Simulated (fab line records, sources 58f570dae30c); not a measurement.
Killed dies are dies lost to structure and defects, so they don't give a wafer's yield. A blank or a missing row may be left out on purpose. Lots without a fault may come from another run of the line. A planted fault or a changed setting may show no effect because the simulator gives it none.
A struck lot beside a sound one | flow berkeley_cmos170 | 14 steps out of a route of 331
Sound: wafers L131.1, L131.4, L131.5. Struck: wafers L142.1, L142.4, L142.6. The cause comes at the end.
At each step with rows: each side's tool, then ch and its chambers, then its first start. Under that, the readings that differ: sound wafers | struck wafers | difference of the means | sigmas: that difference in standard deviations of wafers without a fault.
alike: readings whose means differ by less than 2 such deviations, and words and numbers that are the same on both sides. not compared: withheld readings, readings that some wafer has no value for, bounds like >300 that may hide the same value, and numbers for which the record gives no deviation and whose values overlap.
The two part at a step that has a row with sigmas, a row that says differs or no value, or rows on one side only. Numbers that don't overlap but have no deviation are shown without sigmas and don't part them. A reading that every wafer of one side lacks parts them only if that side has two wafers or more.

first, 1 step without rows for these wafers: UCB170_NWELL_OXIDATION_01 (target thk 26.4 nm, ox time 1260 s).
UCB170_NWELL_THK_MEAS_02:
  sound on film_metro-02, day 1 22:59; struck on film_metro-01, day 4 05:05
  alike: NWELL_OXIDE_THK
then, 2 steps without rows for these wafers: UCB170_NWELL_ANNEAL_03 (time 900 s); UCB170_NWELL_CVD_04 (deposits Si3N4 from SiH2Cl2/NH3, target thk 224 nm, time 3360 s).
UCB170_NWELL_THK_MEAS_05:
  sound on film_metro-04, day 2 04:52; struck on film_metro-02, day 4 10:23
  reading                | sound             | struck            | difference | sigmas
  NWELL_NITRIDE_THK (nm) | 223.2 222.7 223.1 | 226.7 227.0 227.3 | +4.0       | +3
then, 6 steps without rows for these wafers: UCB170_NWELL_HMDS_06 (prime time 60 s); UCB170_NWELL_COAT_07 (resist thk 900 nm); UCB170_NWELL_SOFTBAKE_08 (time 60 s); UCB170_NWELL_EXPOSE_09 (exposes mask NWELL, target cd 3000 nm); UCB170_NWELL_PEB_10; UCB170_NWELL_DEVELOP_11 (develop time 45 s).
UCB170_NWELL_OVL_MEAS_12:
  sound on overlay-01, day 2 05:59; struck on overlay-02, day 4 11:43
  alike: NWELL_OVL
UCB170_NWELL_ETCH_13: etches Si3N4 in CH3F/Ar/O2, stops on SiO2, target depth 246.4 nm, time 154 s.
  sound on rie_diel-02 ch 0,1,3, day 2 06:01; struck on rie_diel-02 ch 0,3, day 4 11:45
  reading               | sound             | struck            | difference | sigmas
  oes_product_au (a.u.) | 0.951 0.933 0.931 | 0.982 0.954 0.981 | +0.034     | +2
  run_length_s (s)      | 182.4 182.8 182.8 | 175.0 174.3 174.8 | -8.0       | -20
  alike: drypump_motor_current_A, throttle_valve_pct
  not compared: rf_hours_counter_h, model.KrF_of_NWELL_COAT_07.thk_nm, model.etch.depth_nm
then, 1 step without rows for these wafers: UCB170_NWELL_IMPLANT_14.

WHERE THEY PART
First at UCB170_NWELL_THK_MEAS_05; last, within this record, at UCB170_NWELL_ETCH_13.

WHY: what the simulator had put in
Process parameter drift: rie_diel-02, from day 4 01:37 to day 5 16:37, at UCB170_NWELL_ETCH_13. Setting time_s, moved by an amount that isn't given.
